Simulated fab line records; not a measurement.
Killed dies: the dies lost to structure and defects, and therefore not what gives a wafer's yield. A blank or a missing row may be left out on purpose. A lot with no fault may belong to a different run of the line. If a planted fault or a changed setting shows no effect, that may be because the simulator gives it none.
A single fault, viewed from 2 desks :: flow rit cmos :: each desk holds nothing but its own numbers, with what lay behind them at the end

TOOL OWNER'S DESK, rie diel-03
The tool's own readings at RIT_CONTACT_ETCH_11 (etches SiO2 in CHF3/CF4/Ar, stops on TiSi2, target depth 480 nm, time 320 s): means of the sampled wafers that have a number, for each lot that ran on this tool. If a lot's mean is further than 4 standard deviations from the usual mean, the lot is out of limits and carries the mark OUT (the distance appears in the brackets).
Columns: A = O2_flow_sccm at RIT_CONTACT_ETCH_11, usual 5.003 sccm; B = cf4 flow sccm at RIT_CONTACT_ETCH_11, usual 10.001 sccm; C = drypump motor current A at RIT_CONTACT_ETCH_11, usual 5.5 A; D = oes product au at RIT_CONTACT_ETCH_11, usual 0.991 a.u.; E = throttle valve pct at RIT_CONTACT_ETCH_11, usual 8.87 %
lot: L929
first seen here: day 4 09:28
A: 4.998
B: 9.984
C: 5.8
D: 0.986
E: 8.96

lot: L938
first seen here: day 6 08:11
A: 5.006
B: 10.008
C: 5.6
D: 0.988
E: 8.93
This desk's finding: nothing out of limits on any of the 2 lots.

AT THE METROLOGY DESK
Lot by lot, what the gauges showed, no matter which tool ran the lot: averages of those sampled wafers that carry a number. If a lot's mean is further than 4 standard deviations from the usual mean, the lot is out of limits and carries the mark OUT (the distance appears in the brackets).
Columns: A = CONTACT_TEOS_THK at RIT_CONTACT_THK_MEAS_01, usual 400 nm; B = cd nm at RIT_CONTACT_CD_MEAS_08, usual 1000.2 nm; C = CONTACT_OVL at RIT_CONTACT_OVL_MEAS_09, usual -0.1 nm
lot: L926
first seen here: day 3 13:56
A: 398
B: 1003.2
C: -0.4

lot: L929
first seen here: day 4 08:07
A: 404
B: 1000.6
C: 0.1

lot: L938
first seen here: day 6 06:47
A: 395
B: 998.9
C: -1.0

lot: L940
first seen here: day 6 13:32
A: 404
B: 1001.5
C: -1.5

lot: L947
first seen here: day 8 02:15
A: 397
B: 1001.7
C: -1.3
This desk's finding: nothing out of limits on any of the 5 lots.

PUT TOGETHER
Nothing out of limits was seen by the tool owner's desk.
At the metrology desk, nothing out of limits was observed.

WHAT WAS PUT IN BY THE SIMULATOR
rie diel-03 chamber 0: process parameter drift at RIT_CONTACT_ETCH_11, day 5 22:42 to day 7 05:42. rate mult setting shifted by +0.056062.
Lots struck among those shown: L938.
